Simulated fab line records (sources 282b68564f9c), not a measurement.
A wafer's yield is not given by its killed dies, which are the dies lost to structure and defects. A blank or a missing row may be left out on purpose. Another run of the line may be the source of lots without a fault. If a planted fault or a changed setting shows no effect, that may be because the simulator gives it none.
fab line records	flow rit-cmos
record lots=5	wafers=15	last-day=7
route steps=202 shown GATE@77 FOX2@80 M1@202
lots that met no fault: taken from a fault-free run of the same line
start-h: hours from the record's first day to the start of the lot's first wafer shown	wait-h: hours since the lot's step before	" as in the row above	L1.1+2: a single row standing in for several wafers	- value missing, or start not given	* or withheld: withheld	< > ~ a bound
route shown NAME@n: names a module that has steps shown in the file, with the first one's number in the route	usual: mean/standard deviation of fault-free wafers	same: alike in all rows	chamber/n: place in a boat	sites: each site's reading	_std_site: standard deviation of those values	_edge_site: the outer-site mean with the inner-site mean subtracted	radius-mm: how far each site lies from the wafer's centre	mask NAME#n: copy n	behind: the tool/chamber that last shaped the wafer	hold: reason for holding the lot/hours on hold/outcome of the hold	device: transistor that didn't switch, given as n, p or np	end of line: the tests these same wafers got at the end of their route	a step without rows: its recipe alone	killed: dies lost to structure and defects at the first sort, not the wafer's yield	map: dies across one wafer; x = killed, . = not, _ = none there
set.NAME: the run value of the setting; set.NAME@STEP: its run value at that earlier step	model.NAME: the simulator's own value behind a step, which no gauge read
lots at some steps of the route; a table a step, a row a wafer
services: a tool's chamber out of use, with start hour (start-h, from the record's first day; less than 0 if before it), hours out, and reason
## steps
# step RIT_GATE_CLEAN_02
# recipe chemistry=dHF	dilution=50:1	time-s=30
# step RIT_GATE_CLEAN_03
# recipe chemistry=SC2	mix=3:3:50	time-s=600	temp-c=75	dry=n2-spin
# step RIT_GATE_CLEAN_04
# recipe chemistry=dHF	dilution=50:1	time-s=60	dry=n2-spin
# step RIT_FOX2_THK_MEAS_91
# recipe reads=SiO2_of_FOX2_OXIDATION_00
# usual FIELD_OXIDE_LEFT_2_THK=257/5.9
lot.wafer	tool	chamber	start-h	wait-h	FIELD_OXIDE_LEFT_2_THK[nm]
L726.1	film-metro-02	-	37.86	0.0	264
L726.3	"	-	"	"	258
L726.4	"	-	"	"	255
L727.1	film-metro-04	-	42.43	0.0	260
L727.3	"	-	"	"	263
L727.6	"	-	"	"	262
L729.2	film-metro-04	-	53.51	0.0	261
L729.3	"	-	"	"	262
L729.5	"	-	"	"	255
L744.4	film-metro-04	-	126.60	0.0	250
L744.5	"	-	"	"	252
L744.6	"	-	"	"	253
L746.1	film-metro-01	-	139.69	0.0	253
L746.4	"	-	"	"	251
L746.5	"	-	"	"	255
# step RIT_GATE_OXIDATION_05
# recipe temp-c=900	ambient=O2	target-thk-a=30	ox-time-s=270
# step RIT_GATE_ANNEAL_06
# recipe temp-c=900	time-s=600	ambient=N2O
# step RIT_GATE_THK_MEAS_07
# recipe reads=SiO2_of_GATE_OXIDATION_05
# usual GATE_OXIDE_THK=3.03/0.06
lot.wafer	tool	chamber	start-h	wait-h	GATE_OXIDE_THK[nm]
L726.1	film-metro-04	-	40.69	0.0	2.95
L726.3	"	-	"	"	3.09
L726.4	"	-	"	"	3.04
L727.1	film-metro-02	-	43.82	0.0	3.08
L727.3	"	-	"	"	3.00
L727.6	"	-	"	"	2.98
L729.2	film-metro-02	-	55.06	0.0	3.05
L729.3	"	-	"	"	3.10
L729.5	"	-	"	"	3.05
L744.4	film-metro-02	-	131.04	0.0	2.98
L744.5	"	-	"	"	3.01
L744.6	"	-	"	"	3.08
L746.1	film-metro-01	-	141.08	0.0	3.06
L746.4	"	-	"	"	3.03
L746.5	"	-	"	"	3.03
# step RIT_GATE_CVD_08
# recipe material=poly-Si	target-thk-nm=250	temp-c=610	precursor=SiH4	time-s=2220	pressure-mtorr=300	sih4-flow-sccm=100
# step RIT_GATE_THK_MEAS_09
# recipe reads=poly-Si_of_GATE_CVD_08
# usual GATE_POLY_THK=250.0/2.4
lot.wafer	tool	chamber	start-h	wait-h	GATE_POLY_THK[nm]
L726.1	film-metro-01	-	42.37	0.0	247.1
L726.3	"	-	"	"	246.5
L726.4	"	-	"	"	246.9
L727.1	film-metro-01	-	45.49	0.0	250.4
L727.3	"	-	"	"	249.8
L727.6	"	-	"	"	249.8
L729.2	film-metro-01	-	56.73	0.0	249.8
L729.3	"	-	"	"	250.8
L729.5	"	-	"	"	251.1
L744.4	film-metro-01	-	132.71	0.0	249.1
L744.5	"	-	"	"	249.8
L744.6	"	-	"	"	249.7
L746.1	film-metro-02	-	143.56	0.0	253.7
L746.4	"	-	"	"	252.3
L746.5	"	-	"	"	255.3
# step RIT_GATE_HMDS_10
# recipe prime-time-s=60	prime-temp-c=140
# step RIT_GATE_COAT_11
# recipe resist=NOVOLAK	spin-rpm=4250	resist-thk-nm=850
# step RIT_GATE_SOFTBAKE_12
# recipe resist=NOVOLAK	temp-c=90	time-s=60
# step RIT_GATE_EXPOSE_13
# recipe mask-id=M6	na=0.6	source-shape=conventional	sigma-outer=0.6	target-cd-nm=150	dose-mj=380
lot.wafer	tool	chamber	start-h	wait-h	mask
L726.1+3+4	iline-stepper-02	0	42.88	0.1	M6#0
L727.1+3+6	iline-stepper-02	0	46.00	0.1	M6#0
L729.2+3+5	iline-stepper-02	0	57.38	0.2	M6_R1#0
L744.4+5+6	iline-stepper-01	0	133.50	0.1	M6#0
L746.1+4+5	iline-stepper-01	0	144.25	0.3	M6#0
# step RIT_GATE_PEB_14
# recipe resist=NOVOLAK	temp-c=withheld	time-s=withheld
# step RIT_GATE_DEVELOP_15
# recipe resist=NOVOLAK	develop-time-s=50	dev-temp-c=23
# step RIT_GATE_CD_MEAS_16
# recipe target-cd-nm=150
# usual cd-nm=149.1/2.4
lot.wafer	tool	chamber	start-h	wait-h	cd-nm
L726.1	cd-sem-01	-	43.28	-	145.5
L726.3	"	-	"	"	145.5
L726.4	"	-	"	"	148.1
L727.1	cd-sem-01	-	46.40	-	151.4
L727.3	"	-	"	"	151.4
L727.6	"	-	"	"	151.3
L729.2	cd-sem-01	-	57.80	-	139.5
L729.3	"	-	"	"	136.7
L729.5	"	-	"	"	141.3
L744.4	cd-sem-01	-	133.90	-	148.8
L744.5	"	-	"	"	148.5
L744.6	"	-	"	"	149.1
L746.1	cd-sem-01	-	144.67	-	147.0
L746.4	"	-	"	"	147.3
L746.5	"	-	"	"	146.5
# step RIT_GATE_OVL_MEAS_17
# usual GATE_OVL=-0.6/1.3
lot.wafer	tool	chamber	start-h	wait-h	GATE_OVL[nm]
L726.1	overlay-01	-	43.40	0.1	0.8
L726.3	"	-	"	"	-0.4
L726.4	"	-	"	"	0.6
L727.1	overlay-02	-	46.52	0.1	-1.5
L727.3	"	-	"	"	-0.7
L727.6	"	-	"	"	-0.5
L729.2	overlay-01	-	57.91	0.1	0.4
L729.3	"	-	"	"	0.2
L729.5	"	-	"	"	-0.9
L744.4	overlay-02	-	133.98	0.1	0.6
L744.5	"	-	"	"	1.0
L744.6	"	-	"	"	0.0
L746.1	overlay-01	-	144.79	0.1	0.3
L746.4	"	-	"	"	-0.3
L746.5	"	-	"	"	-2.2
# step RIT_GATE_HARDBAKE_18
# recipe resist=NOVOLAK	temp-c=140	time-s=60
# step RIT_GATE_ETCH_19
# recipe chemistry=SF6/CHF3/O2	time-s=165	SF6_flow_sccm=30	CHF3_flow_sccm=30	O2_flow_sccm=5	target=poly-Si	pressure-mtorr=40	rf-w=160	target-depth-a=3125	over-etch-frac=0.25	stop-on=SiO2
# usual drypump-motor-current-A=6.0/0.45	he-backside-leak-sccm=2.8/0.32	oes-product-au=0.848/0.018	rf-fwd-power-W=159.4/0.52	throttle-valve-pct=10.27/0.11
# same over-etch-frac=0.25
lot.wafer	tool	chamber	start-h	wait-h	drypump-motor-current-A	he-backside-leak-sccm	oes-product-au	rf-fwd-power-W	rf-hours-counter-h	throttle-valve-pct	model.GATE.cd-nm
L726.1	rie-si-01	1	43.58	0.1	5.6	2.8	0.847	160.0	128	10.10	145.1
L726.3	"	3	"	"	6.6	2.9	0.830	159.2	58	10.29	145.7
L726.4	"	0	"	"	5.6	3.2	0.842	159.8	92	10.34	148.2
L727.1	rie-si-02	1	46.71	0.1	5.7	2.9	0.864	158.4	63	10.24	151.7
L727.3	"	0	"	"	5.7	2.6	0.819	158.6	20	10.24	151.9
L727.6	"	0	"	"	5.7	2.6	0.824	159.4	-	10.26	151.1
L729.2	rie-si-02	3	58.09	0.1	6.7	2.3	0.863	159.2	2	10.45	139.4
L729.3	"	2	"	"	6.3	2.7	0.839	160.1	0	10.11	137
L729.5	"	1	"	"	5.7	2.8	0.866	159.0	-	10.25	140.9
L744.4	rie-si-01	2	134.15	0.1	5.6	3.1	0.863	159.4	118	10.30	149.2
L744.5	"	2	"	"	5.6	3.3	0.857	158.7	-	10.29	148.7
L744.6	"	1	"	"	5.6	2.7	0.851	160.2	-	10.09	149
L746.1	rie-si-01	1	145.16	0.1	5.6	2.8	0.859	160.0	129	10.09	147.1
L746.4	"	0	"	"	5.6	3.2	0.864	158.9	93	10.35	147.3
L746.5	"	2	"	"	5.6	3.1	0.879	159.6	-	10.30	146.5
# step RIT_GATE_STRIP_20
# recipe chemistry=O2	time-s=180	resist=NOVOLAK	platen-temp-c=withheld	power-w=500	pressure-mtorr=4000	o2-flow-sccm=4000
# usual drypump-motor-current-A=6.0/0.4
lot.wafer	tool	chamber	start-h	wait-h	drypump-motor-current-A	rf-hours-counter-h
L726.1	plasma-asher-03	0	43.69	0.1	6.4	40
L726.3	"	1	"	"	5.3	-
L726.4	"	0	"	"	6.4	-
L727.1	plasma-asher-01	0	46.82	0.1	5.8	25
L727.3	"	0	"	"	5.8	-
L727.6	"	1	"	"	6.3	-
L729.2	plasma-asher-03	1	58.20	0.1	5.2	42
L729.3	"	0	"	"	6.3	-
L729.5	"	1	"	"	5.3	-
L744.4	plasma-asher-01	0	134.31	0.1	5.8	-
L744.5	"	1	"	"	6.3	-
L744.6	"	0	"	"	5.8	-
L746.1	plasma-asher-01	1	145.27	0.1	6.3	36
L746.4	"	1	"	"	6.3	-
L746.5	"	1	"	"	6.3	-
# step RIT_M1_PROBE_99
# usual killed-at-front-end=7.1/3	killed-dies=7.2/3	killed-open=3.7/2	killed-short=3.5/2
# same gross-dies=264	killed_at_M0_to_M3=0	killed_at_M4_up=0	killed-at-back-side=0	killed-at-contacts=0	killed-at-other=0
lot.wafer	tool	chamber	start-h	wait-h	killed-at-front-end	killed-dies	killed-open	killed-short	model.etest.pmos_0p3.r-on-ohm-um	model.etest.pmos-turned.r-on-ohm-um	model.etest.pmos_0p15.r-on-ohm-um	model.etest.nmos_0p15.r-on-ohm-um	model.etest.nmos_0p3.r-on-ohm-um	model.etest.nmos_0p15.drive-ua-um	model.etest.pmos_0p15.drive-ua-um	model.etest.npoly-line.line-ohm-um
L726.1	prober-02	-	64.58	0.1	11	11	4	7	6353	3529	2763	1122	2193	479.5	257.5	179.4
L726.3	prober-02	-	64.68	0.2	11	11	5	6	6380	3449	2756	1128	2197	470.3	254.2	174.9
L726.4	prober-02	-	64.73	0.2	8	8	6	2	6314	3506	2778	1138	2190	465.3	251.7	172.2
L727.1	prober-01	-	67.67	0.1	5	5	1	4	6345	3492	2809	1118	2165	455.3	248.2	162.9
L727.3	prober-01	-	67.77	0.2	12	12	5	7	6185	3451	2770	1140	2138	466.9	255.6	162.9
L727.6	prober-01	-	67.92	0.2	7	7	6	1	6097	3319	2712	1111	2110	475.5	260.9	164.2
L729.2	prober-01	-	78.63	0.1	8	8	3	5	6194	3336	2596	1041	2072	509.9	274.6	190.4
L729.3	prober-01	-	78.68	0.2	8	8	5	3	6212	3343	2562	1037	2093	519.3	275.2	195.6
L729.5	prober-01	-	78.78	0.2	7	7	1	6	6021	3268	2558	1046	2039	511.5	278.7	190
L744.4	prober-02	-	155.33	0.2	10	10	7	3	6151	3320	2660	1088	2100	481.8	264.2	166.9
L744.5	prober-02	-	155.38	0.2	7	7	4	3	6185	3335	2709	1103	2120	486.6	263.4	168.1
L744.6	prober-02	-	155.43	0.2	8	8	4	4	6266	3317	2680	1089	2136	475.9	260.1	166.3
L746.1	prober-02	-	165.45	0.1	3	3	0	3	6180	3254	2635	1064	2106	491.4	269.8	173.1
L746.4	prober-02	-	165.60	0.2	10	10	5	5	6190	3288	2623	1058	2100	499.6	267.3	171.5
L746.5	prober-02	-	165.65	0.2	9	9	2	7	6258	3330	2681	1075	2124	490.4	265.8	172.9
# killed by level:class
L726.1 GATE:geometric-particle:short=6 REOX:geometric-particle:open=2 FOX1:geometric-particle:open=1 FOX2:geometric-particle:short=1 GATE:geometric-particle:open=1
L726.3 GATE:geometric-particle:short=5 GATE:geometric-particle:open=4 FOX1:geometric-particle:open=1 SPACER:geometric-particle:short=1
L726.4 FOX1:geometric-particle:open=2 FOX1:geometric-particle:short=2 FOX2:geometric-particle:open=1 GATE:geometric-particle:open=1 REOX:geometric-particle:open=1 SPACER:geometric-particle:open=1
L727.1 GATE:geometric-particle:short=2 GATE:geometric-particle:open=1 REOX:geometric-particle:short=1 SPACER:geometric-particle:short=1
L727.3 FOX1:geometric-particle:short=2 FOX2:geometric-particle:open=2 SPACER:geometric-particle:open=2 SILICIDE:geometric-particle:short=2 FOX2:geometric-particle:short=1 GATE:geometric-particle:short=1 SPACER:geometric-particle:short=1 SILICIDE:geometric-particle:open=1
L727.6 FOX2:geometric-particle:open=2 GATE:geometric-particle:open=2 REOX:geometric-particle:short=1 FOX1:geometric-particle:open=1 SILICIDE:geometric-particle:open=1
L729.2 SPACER:geometric-particle:short=3 GATE:geometric-particle:short=2 GATE:geometric-particle:open=1 SPACER:geometric-particle:open=1 SILICIDE:geometric-particle:open=1
L729.3 FOX1:geometric-particle:short=3 GATE:geometric-particle:open=2 FOX1:geometric-particle:open=1 FOX2:geometric-particle:open=1 SILICIDE:geometric-particle:open=1
L729.5 GATE:geometric-particle:short=3 SILICIDE:geometric-particle:short=2 FOX1:geometric-particle:short=1 REOX:geometric-particle:open=1
L744.4 GATE:geometric-particle:open=5 GATE:geometric-particle:short=2 REOX:geometric-particle:open=1 SILICIDE:geometric-particle:short=1 SILICIDE:geometric-particle:open=1
L744.5 GATE:geometric-particle:open=3 FOX2:geometric-particle:short=1 REOX:geometric-particle:short=1 REOX:geometric-particle:open=1 SILICIDE:geometric-particle:short=1
L744.6 GATE:geometric-particle:short=3 GATE:geometric-particle:open=2 REOX:geometric-particle:open=1 REOX:geometric-particle:short=1 SILICIDE:geometric-particle:open=1
L746.1 REOX:geometric-particle:short=2 FOX1:geometric-particle:short=1
L746.4 FOX1:geometric-particle:open=2 FOX1:geometric-particle:short=2 GATE:geometric-particle:open=2 REOX:geometric-particle:short=2 FOX2:geometric-particle:open=1 SILICIDE:geometric-particle:short=1
L746.5 GATE:geometric-particle:short=3 REOX:geometric-particle:open=2 FOX1:geometric-particle:short=1 FOX2:geometric-particle:short=1 REOX:geometric-particle:short=1 SPACER:geometric-particle:short=1
## services
tool	chamber	start-h	hours	kind
plasma-asher-03	-	20.85	0.4	repair
rie-si-02	2	30.31	-	clean
rie-si-02	2	30.31	19.2	scheduled-down
rie-si-02	2	30.31	19.2	vent-cycle
iline-stepper-01	-	42.90	2.1	pm
iline-stepper-01	-	44.98	-	consumable-replace:lamp
plasma-asher-03	-	66.92	2.8	pm
iline-stepper-02	-	68.03	1.7	pm
iline-stepper-01	-	93.41	1.7	pm
rie-si-02	3	117.21	3.4	repair
iline-stepper-01	-	135.73	3.9	repair
## key
first-sign step=RIT_GATE_EXPOSE_13	reading=mask	direction=changed
effect step=RIT_GATE_CD_MEAS_16	reading=cd-nm	direction=down	sigmas=4.2	usual=149.1	struck=139.2
model-effect step=RIT_GATE_ETCH_19	value=GATE.cd-nm	without=151.1	struck=139.1
model-effect step=RIT_M1_PROBE_99	value=etest.pmos_0p3.r-on-ohm-um	without=6427	struck=6142
met-at RIT_GATE_EXPOSE_13
struck-wafers L729.2,L729.3,L729.5
tester-left-out L729
onset-between 46.00 57.38
fault kind=wrong-mask	tool=any	chamber=-	onset-h=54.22	steps=RIT_GATE_EXPOSE_13	aux-copy=M6_R1#0	cd-offset-nm=-12	scope=struck-lots-only
# tester-left-out: of these lots the tester's yield and bins aren't shown, on N5 and GAA mostly nor the transistor test; their killed dies are dies lost to structure and defects alone, not to doping, threshold or leakage, so they don't give the yield
